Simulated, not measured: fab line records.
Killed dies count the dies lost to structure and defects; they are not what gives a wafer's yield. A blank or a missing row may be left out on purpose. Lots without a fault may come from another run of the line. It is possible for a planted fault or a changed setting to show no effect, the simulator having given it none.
Which tool did it?    flow ritCmos    at 1 step of a route of 202, 14 lots with 42 wafers sampled

== WHAT EACH GAUGE READ, for each wafer ==
Not one reading of a measure or inspect step in the record can be checked against a usual standard deviation.

== WHAT TOOL EACH LOT RAN ON (gives the tool, then ch and the chambers of the sampled wafers, and finally the start) ==
lot   RIT_PWELL_STRIP_09
L451  plasmaAsher-04 ch 0,1, day 1 23:56
L452  plasmaAsher-02 ch 0,1, day 2 04:56
L453  plasmaAsher-03 ch 0,1, day 2 10:12
L454  plasmaAsher-03 ch 0,1, day 2 16:32
L455  plasmaAsher-04 ch 0,1, day 2 22:47
L460  plasmaAsher-03 ch 0,1, day 3 21:22
L461  plasmaAsher-02 ch 0,1, day 4 02:53
L463  plasmaAsher-03 ch 0,1, day 4 11:46
L467  plasmaAsher-02 ch 0,1, day 5 06:59
L468  plasmaAsher-02 ch 0,1, day 5 12:52
L469  plasmaAsher-02 ch 0,1, day 5 19:08
L471  plasmaAsher-04 ch 0, day 6 05:26
L472  plasmaAsher-02 ch 0,1, day 6 08:27
L474  plasmaAsher-02 ch 0,1, day 6 19:23
- RIT_PWELL_STRIP_09: strips in O2, time 180 s.

== WHAT THE TOOLS THEMSELVES READ (means of the sampled wafers that have a number; where no wafer has one, the mark that the record gives instead) ==
RIT_PWELL_STRIP_09.
lot   tool            drypumpMotorCurrentA (A)  o2FlowSccm (sccm)  rfReflPowerW (W)
L451  plasmaAsher-04  5.8                       4011               8.1
L452  plasmaAsher-02  5.2                       4019               7.5
L453  plasmaAsher-03  5.8                       4002               8.3
L454  plasmaAsher-03  5.6                       3998               7.4
L455  plasmaAsher-04  5.8                       3991               8.1
L460  plasmaAsher-03  5.8                       4672               8.1
L461  plasmaAsher-02  5.2                       3993               7.5
L463  plasmaAsher-03  5.8                       4669               8.3
L467  plasmaAsher-02  5.2                       3991               7.5
L468  plasmaAsher-02  5.2                       4008               7.5
L469  plasmaAsher-02  5.2                       3986               8.1
L471  plasmaAsher-04  5.3                       4017               5.4
L472  plasmaAsher-02  5.2                       4006               8.0
L474  plasmaAsher-02  5.1                       3979               7.7

== THE ANSWER, worked out from the rows above alone ==
Rule: the usual values come from the lots themselves. The widest of any qualifying gaps counts: lots, ordered by their means at a reading, are off when they make up no more than a third of the lots, leave a main group of 4 or more, and stand apart from it by 3 or more times the standard deviation of that group's means. Not used: any main group whose means are identical at the precision the tables above print for the reading. A lot without any number at a reading at which 4 lots or more have one is off too. Where the step has rows for the other lots, those lots are counted as sound. First the gauges in route order, then the tools' own readings, where a lot's mean is used as printed above. The first step at which some lot is off is used, and at that step the reading that is off furthest; a lot without a number counts as furthest.
Off: L460, L463, at RIT_PWELL_STRIP_09 (o2FlowSccm). The main group has a mean of 4000 sccm with a standard deviation of 12.
A tool fits if, at that step or a process step before it, it ran every lot that is off, and no sound lot after the first of them. One fits: RIT_PWELL_STRIP_09 on plasmaAsher-03. Its last sound lot is L454 (day 2 16:32), its first lot that is off L460 (day 3 21:22): a fault that began between those two fits.
On the lots that are off, the tool's own readings at RIT_PWELL_STRIP_09 differ by more than 5 times the standard deviation of the sound lots' means, which bears it out; o2FlowSccm reads 4670 sccm there versus 4000 sccm on the sound lots.

== WHAT HAD BEEN PUT IN BY THE SIMULATOR ==
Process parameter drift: plasmaAsher-03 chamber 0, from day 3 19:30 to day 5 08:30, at RIT_PWELL_STRIP_09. The setting o2FlowSccm was moved by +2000, starting from 4000. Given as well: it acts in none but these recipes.
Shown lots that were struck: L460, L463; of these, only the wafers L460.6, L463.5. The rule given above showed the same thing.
